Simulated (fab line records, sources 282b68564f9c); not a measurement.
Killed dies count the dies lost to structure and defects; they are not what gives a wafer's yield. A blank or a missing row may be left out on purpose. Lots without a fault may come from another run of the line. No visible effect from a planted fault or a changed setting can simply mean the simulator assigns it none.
Which tool is to blame? :: flow ritCmos :: 6 lots with 18 wafers sampled at 2 steps, on a route of 202 steps

## WHAT THE GAUGES SHOWED, per wafer
RIT_SPACER_THK_MEAS_04.
lot: L144
measured: day 3 02:34
on: filmMetro-02
SPACER_NITRIDE_THK (nm): 251.1 250.4 252.6

lot: L146
measured: day 3 15:10
on: filmMetro-04
SPACER_NITRIDE_THK (nm): 248.0 251.3 250.8

lot: L149
measured: day 4 04:24
on: filmMetro-02
SPACER_NITRIDE_THK (nm): 246.3 248.5 248.7

lot: L155
measured: day 5 13:57
on: filmMetro-01
SPACER_NITRIDE_THK (nm): 250.6 249.5 247.9

lot: L157
measured: day 6 06:19
on: filmMetro-01
SPACER_NITRIDE_THK (nm): 248.8 248.4 249.4

lot: L159
measured: day 6 10:46
on: filmMetro-04
SPACER_NITRIDE_THK (nm): 248.6 249.5 252.0

## TOOL THAT RAN EACH LOT (tool first, then ch and the chambers of the sampled wafers, then the start)
lot: L144
RIT_SPACER_CVD_03: lpcvd-01 ch 0, day 3 00:38

lot: L146
RIT_SPACER_CVD_03: lpcvd-01 ch 0, day 3 13:14

lot: L149
RIT_SPACER_CVD_03: lpcvd-02 ch 0, day 4 01:29

lot: L155
RIT_SPACER_CVD_03: lpcvd-02 ch 1, day 5 11:04

lot: L157
RIT_SPACER_CVD_03: lpcvd-01 ch 1, day 6 04:23

lot: L159
RIT_SPACER_CVD_03: lpcvd-01 ch 0, day 6 08:52
- RIT_SPACER_CVD_03: deposits Si3N4 from SiH2Cl2/NH3, target thk 250 nm, time 3300 s.

## THE ANSWER, worked out from the rows above alone
Rule: the lots themselves supply what counts as usual. Put in order of their means at a reading, lots are off if they are a third of the lots or fewer, leave a main group of 4 or more, and stand apart from it by a gap of 3 or more times the standard deviation of the main group's means; of several such gaps the widest counts. Not used: any main group whose means are identical at the precision the tables above print for the reading. A lot without any number at a reading at which 4 lots or more have one is off too. All remaining lots with rows at the step are treated as sound.
Across all readings shown, no lot is off: no conclusion can be drawn from this.

## WHAT HAD BEEN PUT IN BY THE SIMULATOR
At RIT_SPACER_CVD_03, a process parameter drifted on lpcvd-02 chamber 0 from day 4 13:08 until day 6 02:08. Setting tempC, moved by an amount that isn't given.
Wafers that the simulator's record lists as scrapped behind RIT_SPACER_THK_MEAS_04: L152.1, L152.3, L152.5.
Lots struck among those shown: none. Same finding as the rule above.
